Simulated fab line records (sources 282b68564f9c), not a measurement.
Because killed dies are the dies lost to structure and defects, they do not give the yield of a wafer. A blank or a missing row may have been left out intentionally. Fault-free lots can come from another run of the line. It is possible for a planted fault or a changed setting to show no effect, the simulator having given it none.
The same fault as seen by 2 desks    flow rit-cmos    what lay behind the numbers comes last; until then each desk has only its own

AT THE METROLOGY DESK
What the gauges read for every lot (on any tool): the sampled wafers with a number, averaged. The brackets show how far a lot's mean lies from the usual mean; more than 4 standard deviations puts the lot out of limits, marked OUT.
Columns: A = NLDD_OVL at RIT_NLDD_OVL_MEAS_06, usual -0.3 nm; B = NLDD_TW at RIT_NLDD_TW_MEAS_10, usual 2491; C = PLDD_OVL at RIT_PLDD_OVL_MEAS_06, usual 0.0 nm
lot   first seen here  A     B     C
L407  day 2 19:34      1.2   2480  1.4
L417  day 5 00:09      1.0   2489  -1.5
L419  day 5 08:31      1.4   2485  1.1
L424  day 6 09:06      2.7   2488  -0.6
L425  day 6 16:03      -0.7  2483  -0.3
L428  day 7 09:03      -1.0  2485  -1.2
This desk's finding: nothing out of limits on any of the 6 lots.

AT THE TOOL OWNER'S DESK: litho-track-03
The tool's own readings at RIT_PLDD_SOFTBAKE_02 (time 60 s): means of the sampled wafers that have a number, for each lot that ran on this tool. The brackets show how far a lot's mean lies from the usual mean; more than 4 standard deviations puts the lot out of limits, marked OUT.
Columns: A = heater-power-total-W at RIT_PLDD_SOFTBAKE_02, usual 34.56 W; B = plate-temp-C at RIT_PLDD_SOFTBAKE_02, usual 90.02 C
lot   first seen here  A                B
L417  day 5 01:01      33.47 (-23) OUT  87.98 (-20) OUT
L419  day 5 09:24      33.41 (-24) OUT  88.06 (-20) OUT
This desk's verdict: out of limits on L417, L419, starting with L417 at day 5 01:01 (heater-power-total-W at RIT_PLDD_SOFTBAKE_02). In limits: none.

TAKEN TOGETHER
The tool owner's desk could have raised an alarm at day 5 01:01, on L417, L419.
Metrology desk: nothing out of limits seen.
The metrology desk has L417, L419 on record, within its limits.
Of the lots named, all ran RIT_PLDD_SOFTBAKE_02 on litho-track-03.

WHAT THE SIMULATOR PUT IN
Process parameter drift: litho-track-03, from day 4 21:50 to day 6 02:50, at RIT_PLDD_SOFTBAKE_02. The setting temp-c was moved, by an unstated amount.
Lots struck among those shown: L417, L419.
Each desk's first reading out of limits, in hours after the fault started: the tool owner's desk, 3.
